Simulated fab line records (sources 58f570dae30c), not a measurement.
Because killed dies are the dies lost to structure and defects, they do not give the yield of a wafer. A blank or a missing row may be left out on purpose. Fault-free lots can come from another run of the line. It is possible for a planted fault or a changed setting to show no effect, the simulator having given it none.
fab line records    flow berkeleyCmos170
record: lots: 6  wafers: 18  lastDay: 12
route steps=331 shown FIELD@89 SACOX@97 SCREENOX@100
lots that met no fault: from a run of the same line without faults
startH: the number of hours between the record's first day and the start of the first shown wafer of the lot    waitH: hours since the lot's step before    " unchanged from the row above    L1.1+2: one row covering several wafers at once    - no value present, or no start provided    * or withheld: withheld    < > ~ a bound
route shown NAME@n: names a module that has steps shown in the file, with the first one's number in the route    usual: mean/standard deviation of fault-free wafers    same: alike in all rows    chamber/n: place in a boat    sites: each site's reading    _std_site: the values' standard deviation    _edge_site: outer sites' mean less inner sites'    radiusMm: how far each site lies from the wafer's centre    mask NAME#n: copy n    behind: the last tool/chamber to shape the wafer    hold: why the lot went on hold/how many hours it stayed there/how the hold came to an end    device: names the non-switching transistor (n, p or np)    end of line: the tests these same wafers got at the end of their route    a step given without rows: its recipe and nothing more    killed: dies that structure and defects cost at the first sort, which is not the same as the wafer's yield    map: shows each die of a wafer: x if killed, . if not, _ if none is there
set.NAME: setting as actually run; set.NAME@STEP: the setting as run at that earlier step    model.NAME: the simulator's own value behind a step, which no gauge read
certain route steps with their lots: each step a table, each wafer a row
services: when a tool's chamber went out of use (startH, in hours from the record's first day, below 0 if earlier), for how many hours, and the reason
== steps ==
step: UCB170_FIELD_CLEAN_00
recipe: chemistry: dHF  dilution: 25:1  timeS: 7.5
step: UCB170_FIELD_OXIDATION_01
recipe: tempC: 1000  ambient: H2O  pH2oTorr: 584.62  targetThkA: 5583  oxTimeS: 7200
step: UCB170_FIELD_THK_MEAS_02
recipe: reads: SiO2_of_FIELD_OXIDATION_01
usual: FIELD_OXIDE_THK: 557/11
lot.wafer  tool          chamber  startH  waitH  FIELD_OXIDE_THK[nm]
L809.1     filmMetro-04  -        108.78  0.1    543
L809.3     "             -        "       "      546
L809.4     "             -        "       "      551
L819.2     filmMetro-03  -        155.87  0.0    542
L819.4     "             -        "       "      538
L819.5     "             -        "       "      555
L820.1     filmMetro-03  -        155.92  0.1    561
L820.2     "             -        "       "      558
L820.4     "             -        "       "      558
L828.2     filmMetro-02  -        206.86  0.0    549
L828.4     "             -        "       "      550
L828.5     "             -        "       "      555
L832.1     filmMetro-04  -        206.87  0.0    557
L832.3     "             -        "       "      558
L832.4     "             -        "       "      556
L831.1     filmMetro-04  -        206.93  0.1    570
L831.3     "             -        "       "      561
L831.5     "             -        "       "      564
step: UCB170_FIELD_ANNEAL_03
recipe: tempC: 1000  timeS: 1200  ambient: N2
step: UCB170_FIELD_WET_ETCH_04
recipe: chemistry: dHF  dilution: 10:1  target: SiO2  tempC: 25  timeS: 60
step: UCB170_FIELD_WET_ETCH_05
recipe: chemistry: H3PO4  target: Si3N4  tempC: 160  timeS: 12600
step: UCB170_FIELD_WET_ETCH_06
recipe: chemistry: BOE  dilution: 5:1  target: SiO2  tempC: 25  timeS: 22
step: UCB170_FIELD_THK_MEAS_90
recipe: reads: SiO2_of_FIELD_OXIDATION_01
usual: FIELD_OXIDE_LEFT_1_THK: 440/11
lot.wafer  tool          chamber  startH  waitH  FIELD_OXIDE_LEFT_1_THK[nm]
L809.1     filmMetro-03  -        120.91  0.0    424
L809.3     "             -        "       "      428
L809.4     "             -        "       "      432
L819.2     filmMetro-03  -        167.53  0.0    425
L819.4     "             -        "       "      422
L819.5     "             -        "       "      439
L820.1     filmMetro-02  -        167.57  0.0    444
L820.2     "             -        "       "      439
L820.4     "             -        "       "      441
L831.1     filmMetro-03  -        214.25  0.0    452
L831.3     "             -        "       "      444
L831.5     "             -        "       "      446
L832.1     filmMetro-02  -        214.25  0.0    441
L832.3     "             -        "       "      441
L832.4     "             -        "       "      439
L828.2     filmMetro-04  -        214.32  0.1    431
L828.4     "             -        "       "      433
L828.5     "             -        "       "      438
step: UCB170_SACOX_CLEAN_00
recipe: chemistry: dHF  dilution: 25:1  timeS: 7.5
step: UCB170_SACOX_OXIDATION_01
recipe: tempC: 900  ambient: O2  targetThkA: 144  oxTimeS: 2400
step: UCB170_SACOX_THK_MEAS_02
recipe: reads: SiO2_of_SACOX_OXIDATION_01
usual: SACOX_OXIDE_THK: 14.42/0.25
lot.wafer  tool          chamber  startH  waitH  SACOX_OXIDE_THK[nm]
L809.1     filmMetro-01  -        127.02  0.0    14.34
L809.3     "             -        "       "      14.32
L809.4     "             -        "       "      14.22
L819.2     filmMetro-03  -        171.25  0.1    14.68
L819.4     "             -        "       "      14.79
L819.5     "             -        "       "      14.56
L820.1     filmMetro-01  -        171.30  0.1    14.45
L820.2     "             -        "       "      14.60
L820.4     "             -        "       "      14.92
L832.1     filmMetro-02  -        219.82  0.0    14.39
L832.3     "             -        "       "      14.50
L832.4     "             -        "       "      14.47
L831.1     filmMetro-01  -        219.88  0.1    14.24
L831.3     "             -        "       "      14.07
L831.5     "             -        "       "      14.10
L828.2     filmMetro-02  -        219.89  0.1    14.40
L828.4     "             -        "       "      14.86
L828.5     "             -        "       "      14.51
step: UCB170_SCREENOX_WET_ETCH_00
recipe: chemistry: dHF  dilution: 25:1  target: SiO2  tempC: 25  timeS: 200
step: UCB170_SCREENOX_OXIDATION_01
recipe: tempC: 900  ambient: O2  targetThkA: 144  oxTimeS: 2400
usual: oxTempC: 900.0/0.43  oxTempCMax: 905.1/0.96  tube_center_temp_C_max: 902.4/0.39
lot.wafer  tool        chamber  startH  waitH  oxTempC  oxTempCMax  tube_center_temp_C_max
L809.1     furnace-01  0        130.91  3.8    899.6    903.7       902.2
L809.3     "           0        "       "      899.5    904.4       901.9
L809.4     "           0        "       "      899.6    904.4       902.8
L819.2     furnace-04  -        175.78  4.3    -        -           -
L819.4     "           -        "       "      -        -           -
L819.5     "           -        "       "      -        -           -
L820.1     furnace-04  -        175.78  4.3    -        -           -
L820.2     "           -        "       "      -        -           -
L820.4     "           -        "       "      -        -           -
L828.2     furnace-04  0        224.00  4.0    899.7    905.0       902.5
L828.4     "           0        "       "      899.6    904.6       902.3
L828.5     "           0        "       "      899.9    904.8       902.6
L831.1     furnace-04  0        224.00  4.0    900.6    906.4       902.2
L831.3     "           0        "       "      900.5    906.6       902.0
L831.5     "           0        "       "      899.4    904.8       902.6
L832.1     furnace-04  0        224.00  4.0    899.2    903.8       902.7
L832.3     "           0        "       "      900.6    906.1       903.0
L832.4     "           0        "       "      899.5    905.7       902.3
step: UCB170_SCREENOX_ANNEAL_03
recipe: tempC: 900  timeS: 900  ambient: N2
== services ==
tool        chamber  startH  hours  kind
furnace-04  -        169.52  3.4    pm
furnace-01  -        185.34  3.7    pm
== key ==
firstSign: step: UCB170_SCREENOX_OXIDATION_01  reading: toolRecord  direction: missing
effect none on later readings
metAt UCB170_SCREENOX_OXIDATION_01
struckWafers L819.2,L819.4,L819.5,L820.1,L820.2,L820.4
laterRowsLeftOut L819.2,L819.4,L819.5,L820.1,L820.2,L820.4
sortLeftOut L819.2,L819.4,L819.5,L820.1,L820.2,L820.4
testerLeftOut L819,L820
fault: kind: skippedStepWhole  tool: furnace-04  chamber: -  onsetH: 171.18  steps: UCB170_SCREENOX_OXIDATION_01  scope: struckLotsOnly
testerLeftOut: of these lots the tester's yield and bins aren't shown, on N5 and GAA mostly nor the transistor test; their killed dies are dies lost to structure and defects alone, not to doping, threshold or leakage, so they don't give the yield
sortLeftOut: the simulated sort isn't trusted on such a fault, so these wafers' sort isn't shown, and their yield isn't known
laterRowsLeftOut: the simulator's readings of these wafers behind a module that went badly wrong aren't trusted and aren't shown, but for the sort
